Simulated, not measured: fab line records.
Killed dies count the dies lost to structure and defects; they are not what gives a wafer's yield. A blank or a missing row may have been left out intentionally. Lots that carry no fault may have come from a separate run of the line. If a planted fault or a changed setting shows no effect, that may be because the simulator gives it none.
Which tool is to blame? || flow rit-cmos || Sampling: 7 lots, 21 wafers, 3 of 202 route steps

WHAT THE GAUGES READ, wafer by wafer
RIT_WELLDRIVE_RS_MEAS_01: measurement is done with a four-point probe.
{"lot": "L287", "measured": "day 2 15:03", "on": "film-metro-04", "NWELL_RS (ohm/sq)": "276.4 276.3 276.6"}
{"lot": "L289", "measured": "day 3 01:40", "on": "film-metro-02", "NWELL_RS (ohm/sq)": "275.9 276.4 275.7"}
{"lot": "L291", "measured": "day 3 09:43", "on": "film-metro-03", "NWELL_RS (ohm/sq)": "274.2 274.7 273.7"}
{"lot": "L296", "measured": "day 4 10:50", "on": "film-metro-03", "NWELL_RS (ohm/sq)": "275.2 275.2 275.3"}
{"lot": "L298", "measured": "day 4 21:28", "on": "film-metro-02", "NWELL_RS (ohm/sq)": "296.8 296.3 296.4"}
{"lot": "L300", "measured": "day 5 07:26", "on": "film-metro-04", "NWELL_RS (ohm/sq)": "275.6 275.3 274.8"}
{"lot": "L305", "measured": "day 6 07:55", "on": "film-metro-04", "NWELL_RS (ohm/sq)": "276.6 277.0 276.9"}

WHICH TOOL RAN EACH LOT (tool, then ch and the chambers of the sampled wafers, then the start)
{"lot": "L287", "RIT_ACTIVE_ETCH_13": "rie-diel-01 ch 0,1,3, day 2 00:43", "RIT_WELLDRIVE_ANNEAL_00": "furnace-02 ch 0, day 2 09:58"}
{"lot": "L289", "RIT_ACTIVE_ETCH_13": "rie-diel-04 ch 0,1,2, day 2 10:43", "RIT_WELLDRIVE_ANNEAL_00": "furnace-04 ch 0, day 2 20:35"}
{"lot": "L291", "RIT_ACTIVE_ETCH_13": "rie-diel-01 ch 1,2,3, day 2 20:50", "RIT_WELLDRIVE_ANNEAL_00": "furnace-04 ch 0, day 3 04:37"}
{"lot": "L296", "RIT_ACTIVE_ETCH_13": "rie-diel-01 ch 0,1, day 3 21:55", "RIT_WELLDRIVE_ANNEAL_00": "furnace-04 ch 0, day 4 05:43"}
{"lot": "L298", "RIT_ACTIVE_ETCH_13": "rie-diel-04 ch 0,1,2, day 4 07:43", "RIT_WELLDRIVE_ANNEAL_00": "furnace-03 ch 0, day 4 16:20"}
{"lot": "L300", "RIT_ACTIVE_ETCH_13": "rie-diel-02 ch 1,2,3, day 4 18:28", "RIT_WELLDRIVE_ANNEAL_00": "furnace-04 ch 0, day 5 02:21"}
{"lot": "L305", "RIT_ACTIVE_ETCH_13": "rie-diel-02 ch 0,1,2, day 5 18:50", "RIT_WELLDRIVE_ANNEAL_00": "furnace-04 ch 0, day 6 02:49"}
- RIT_ACTIVE_ETCH_13: etches Si3N4 in SF6, stops on SiO2, time 210 s, target depth 210 nm.
- RIT_WELLDRIVE_ANNEAL_00: time 14700 s.

THE ANSWER, worked out from the rows above alone
Rule: what is usual is taken from the lots themselves. Put in order of their means at a reading, lots are off if they are a third of the lots or fewer, leave a main group of 4 or more, and stand apart from it by a gap of 3 or more times the standard deviation of the main group's means; of several such gaps the widest counts. A main group whose means are all the same, to the digits that the tables above print for the reading, isn't used. A lot without any number at a reading at which 4 lots or more have one is off too. All remaining lots with rows at the step are treated as sound.
Off: L298, at RIT_WELLDRIVE_RS_MEAS_01 (NWELL_RS). For the main group the mean is 275.7 ohm/sq and the standard deviation 0.87.
A tool fits if, at a process step before that reading, it ran every lot that is off, and no sound lot after the first of them. Gauges at RIT_WELLDRIVE_RS_MEAS_01: tried the same way as those tools. Can't be told from this: 3 tools fit, rie-diel-04 at RIT_ACTIVE_ETCH_13, furnace-03 at RIT_WELLDRIVE_ANNEAL_00, film-metro-02 at RIT_WELLDRIVE_RS_MEAS_01.

WHAT THE SIMULATOR PUT IN
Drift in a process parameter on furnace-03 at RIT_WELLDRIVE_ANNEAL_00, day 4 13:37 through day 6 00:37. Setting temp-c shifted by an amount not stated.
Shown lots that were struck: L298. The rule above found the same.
